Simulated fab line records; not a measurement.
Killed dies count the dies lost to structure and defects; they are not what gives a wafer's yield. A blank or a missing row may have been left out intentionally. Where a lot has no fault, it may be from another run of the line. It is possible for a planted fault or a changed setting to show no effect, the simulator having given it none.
Which tool was responsible? / flow rit cmos / 14 lots with 42 wafers sampled at 4 steps, on a route of 202 steps

## WHAT EACH GAUGE READ, for each wafer
RIT_NWELL_TW_MEAS_10. Usual: NWELL_TW 2140, standard deviation 13.
lot=L609; measured=day 2 06:12; on=film metro-02; NWELL_TW=2151 2143 2149; flag=
lot=L610; measured=day 2 07:30; on=film metro-04; NWELL_TW=2143 2146 2125; flag=
lot=L611; measured=day 2 12:06; on=film metro-02; NWELL_TW=2151 2150 2132; flag=
lot=L612; measured=day 2 20:14; on=film metro-04; NWELL_TW=2138 2153 2133; flag=
lot=L614; measured=day 3 02:56; on=film metro-02; NWELL_TW=2149 2143 2148; flag=
lot=L615; measured=day 3 07:47; on=film metro-02; NWELL_TW=2152 2143 2160; flag=
lot=L619; measured=day 4 04:05; on=film metro-04; NWELL_TW=2152 2145 2160; flag=
lot=L624; measured=day 5 06:56; on=film metro-04; NWELL_TW=2133 2141 2157; flag=
lot=L626; measured=day 5 15:34; on=film metro-02; NWELL_TW=2132 2137 2152; flag=
lot=L627; measured=day 5 20:20; on=film metro-01; NWELL_TW=2110 2122 2116; flag=
lot=L628; measured=day 6 00:59; on=film metro-01; NWELL_TW=2139 2143 2149; flag=
lot=L629; measured=day 6 07:30; on=film metro-02; NWELL_TW=2125 2128 2118; flag=
lot=L630; measured=day 6 12:34; on=film metro-01; NWELL_TW=2148 2147 2145; flag=
lot=L631; measured=day 6 18:15; on=film metro-02; NWELL_TW=2127 2133 2134; flag=

RIT_GATE_CD_MEAS_90: the cd target is 150 nm. Usual: cd nm reads 150.4 nm (standard deviation 2.6).
lot=L609; measured=day 2 22:46; on=cd sem-02; cd nm (nm)=152.6 153.0 152.1; flag=
lot=L610; measured=day 3 04:31; on=cd sem-02; cd nm (nm)=146.1 147.7 146.7; flag=
lot=L611; measured=day 3 04:50; on=cd sem-02; cd nm (nm)=152.5 151.9 152.4; flag=
lot=L612; measured=day 3 16:50; on=cd sem-02; cd nm (nm)=150.5 152.7 154.5; flag=
lot=L614; measured=day 3 18:19; on=cd sem-02; cd nm (nm)=147.4 146.6 148.2; flag=
lot=L615; measured=day 4 00:47; on=cd sem-02; cd nm (nm)=156.3 156.9 157.0; flag=
lot=L619; measured=day 4 20:43; on=cd sem-02; cd nm (nm)=146.1 148.0 148.7; flag=
lot=L624; measured=day 5 22:55; on=cd sem-02; cd nm (nm)=146.8 150.0 149.5; flag=
lot=L626; measured=day 6 06:39; on=cd sem-01; cd nm (nm)=151.7 153.1 151.6; flag=
lot=L627; measured=day 6 15:14; on=cd sem-02; cd nm (nm)=154.1 156.3 154.0; flag=
lot=L628; measured=day 6 17:37; on=cd sem-01; cd nm (nm)=151.3 150.2 149.9; flag=
lot=L629; measured=day 6 23:13; on=cd sem-02; cd nm (nm)=150.1 150.7 149.8; flag=
lot=L630; measured=day 7 04:43; on=cd sem-02; cd nm (nm)=152.1 150.2 150.1; flag=
lot=L631; measured=day 7 09:33; on=cd sem-01; cd nm (nm)=148.5 149.6 152.2; flag=

RIT_PLDD_TW_MEAS_10. Usual: PLDD_TW 2344, standard deviation 11.
lot=L609; measured=day 3 05:03; on=film metro-04; PLDD_TW=2350 2351 2354; flag=
lot=L610; measured=day 3 10:58; on=film metro-04; PLDD_TW=2346 2355 2352; flag=
lot=L611; measured=day 3 11:04; on=film metro-03; PLDD_TW=2349 2358 2340; flag=
lot=L612; measured=day 4 00:22; on=film metro-03; PLDD_TW=2337 2336 2347; flag=
lot=L614; measured=day 4 01:41; on=film metro-03; PLDD_TW=2340 2348 2354; flag=
lot=L615; measured=day 4 06:55; on=film metro-02; PLDD_TW=2321 2319 2330; flag=
lot=L619; measured=day 5 03:07; on=film metro-04; PLDD_TW=2351 2334 2351; flag=
lot=L624; measured=day 6 04:54; on=film metro-03; PLDD_TW=2348 2341 2337; flag=
lot=L626; measured=day 6 12:42; on=film metro-03; PLDD_TW=2342 2348 2344; flag=
lot=L627; measured=day 6 21:09; on=film metro-04; PLDD_TW=2354 2354 2345; flag=
lot=L628; measured=day 7 00:56; on=film metro-04; PLDD_TW=2351 2355 2366; flag=
lot=L629; measured=day 7 05:21; on=film metro-04; PLDD_TW=2342 2351 2362; flag=
lot=L630; measured=day 7 10:47; on=film metro-03; PLDD_TW=2353 2354 2364; flag=
lot=L631; measured=day 7 15:40; on=film metro-03; PLDD_TW=2350 2355 2353; flag=

## TOOL THAT RAN EACH LOT (tool first, then ch and the chambers of the sampled wafers, then the start)
lot=L609; RIT_NLDD_SOFTBAKE_02=litho track-04 ch 0, day 3 02:13
lot=L610; RIT_NLDD_SOFTBAKE_02=litho track-03 ch 0, day 3 08:17
lot=L611; RIT_NLDD_SOFTBAKE_02=litho track-01 ch 0, day 3 08:19
lot=L612; RIT_NLDD_SOFTBAKE_02=litho track-01 ch 0, day 3 21:15
lot=L614; RIT_NLDD_SOFTBAKE_02=litho track-03 ch 0, day 3 22:46
lot=L615; RIT_NLDD_SOFTBAKE_02=litho track-03 ch 0, day 4 04:12
lot=L619; RIT_NLDD_SOFTBAKE_02=litho track-03 ch 0, day 5 00:30
lot=L624; RIT_NLDD_SOFTBAKE_02=litho track-04 ch 0, day 6 02:19
lot=L626; RIT_NLDD_SOFTBAKE_02=litho track-01 ch 0, day 6 10:03
lot=L627; RIT_NLDD_SOFTBAKE_02=litho track-01 ch 0, day 6 18:39
lot=L628; RIT_NLDD_SOFTBAKE_02=litho track-04 ch 0, day 6 22:08
lot=L629; RIT_NLDD_SOFTBAKE_02=litho track-01 ch 0, day 7 02:37
lot=L630; RIT_NLDD_SOFTBAKE_02=litho track-01 ch 0, day 7 08:07
lot=L631; RIT_NLDD_SOFTBAKE_02=litho track-04 ch 0, day 7 12:57
- RIT_NLDD_SOFTBAKE_02: time 60 s.

## WHAT THE TOOLS THEMSELVES READ (means of the sampled wafers that have a number; where no wafer has one, the mark that the record gives instead)
RIT_NLDD_SOFTBAKE_02. Usual: heater power total W 34.56 W, standard deviation 0.045; plate temp C 89.99 C, standard deviation 0.13; run length s 89.12 s, standard deviation 0.22.
lot=L609; tool=litho track-04; heater power total W (W)=34.58; plate temp C (C)=89.99; run length s (s)=89.32; flag=
lot=L610; tool=litho track-03; heater power total W (W)=34.52; plate temp C (C)=90.05; run length s (s)=89.24; flag=
lot=L611; tool=litho track-01; heater power total W (W)=34.58; plate temp C (C)=89.89; run length s (s)=88.86; flag=
lot=L612; tool=litho track-01; heater power total W (W)=34.62; plate temp C (C)=90.04; run length s (s)=88.80; flag=
lot=L614; tool=litho track-03; heater power total W (W)=34.57; plate temp C (C)=90.14; run length s (s)=89.32; flag=
lot=L615; tool=litho track-03; heater power total W (W)=35.10; plate temp C (C)=-; run length s (s)=86.45; flag=OFF
lot=L619; tool=litho track-03; heater power total W (W)=35.06; plate temp C (C)=-; run length s (s)=86.53; flag=OFF
lot=L624; tool=litho track-04; heater power total W (W)=34.52; plate temp C (C)=90.09; run length s (s)=89.26; flag=
lot=L626; tool=litho track-01; heater power total W (W)=34.54; plate temp C (C)=89.84; run length s (s)=88.89; flag=
lot=L627; tool=litho track-01; heater power total W (W)=34.59; plate temp C (C)=90.22; run length s (s)=88.90; flag=
lot=L628; tool=litho track-04; heater power total W (W)=34.58; plate temp C (C)=89.95; run length s (s)=89.40; flag=
lot=L629; tool=litho track-01; heater power total W (W)=34.54; plate temp C (C)=90.10; run length s (s)=88.97; flag=
lot=L630; tool=litho track-01; heater power total W (W)=34.63; plate temp C (C)=89.89; run length s (s)=88.86; flag=
lot=L631; tool=litho track-04; heater power total W (W)=34.61; plate temp C (C)=90.00; run length s (s)=89.35; flag=

## THE ANSWER, worked out from the rows above alone
Rule: take the mean of a lot's wafers that have a number; if it is more than 3 standard deviations from the usual mean, the lot is off. Also off: a lot with no number at a reading for which 4 or more lots have one. Any other lot the step has rows for is counted as sound. Order of review: gauges by route order, followed by the tools' own readings, for which a lot's mean as printed above is used. The first step at which some lot is off is used, and at that step the reading that is off furthest; a lot without a number counts as furthest.
Off: L615, L619, at RIT_NLDD_SOFTBAKE_02 (plate temp C). Without a number there: L615, L619.
A tool fits if, at that step or a process step before it, it ran every lot that is off, and no sound lot after the first of them. One candidate fits, namely litho track-03 at RIT_NLDD_SOFTBAKE_02. Its last sound lot is L614 (day 3 22:46), its first lot that is off L615 (day 4 04:12): a fault that began between those two fits.
The tool's own readings at RIT_NLDD_SOFTBAKE_02 bear it out: on the lots that are off they differ by more than 5 times the standard deviation of the sound lots' means. heater power total W reads 35.08 W there against 34.57 W on the sound lots; run length s reads 86.49 s there against 89.10 s on the sound lots.
Blank at RIT_NLDD_SOFTBAKE_02 on the lots that are off, where sound lots have numbers: plate temp C.

## WHAT HAD BEEN PUT IN BY THE SIMULATOR
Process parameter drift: litho track-03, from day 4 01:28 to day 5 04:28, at RIT_NLDD_SOFTBAKE_02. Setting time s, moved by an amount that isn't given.
Lots struck among those shown: L615, L619. The same result came from the rule above.
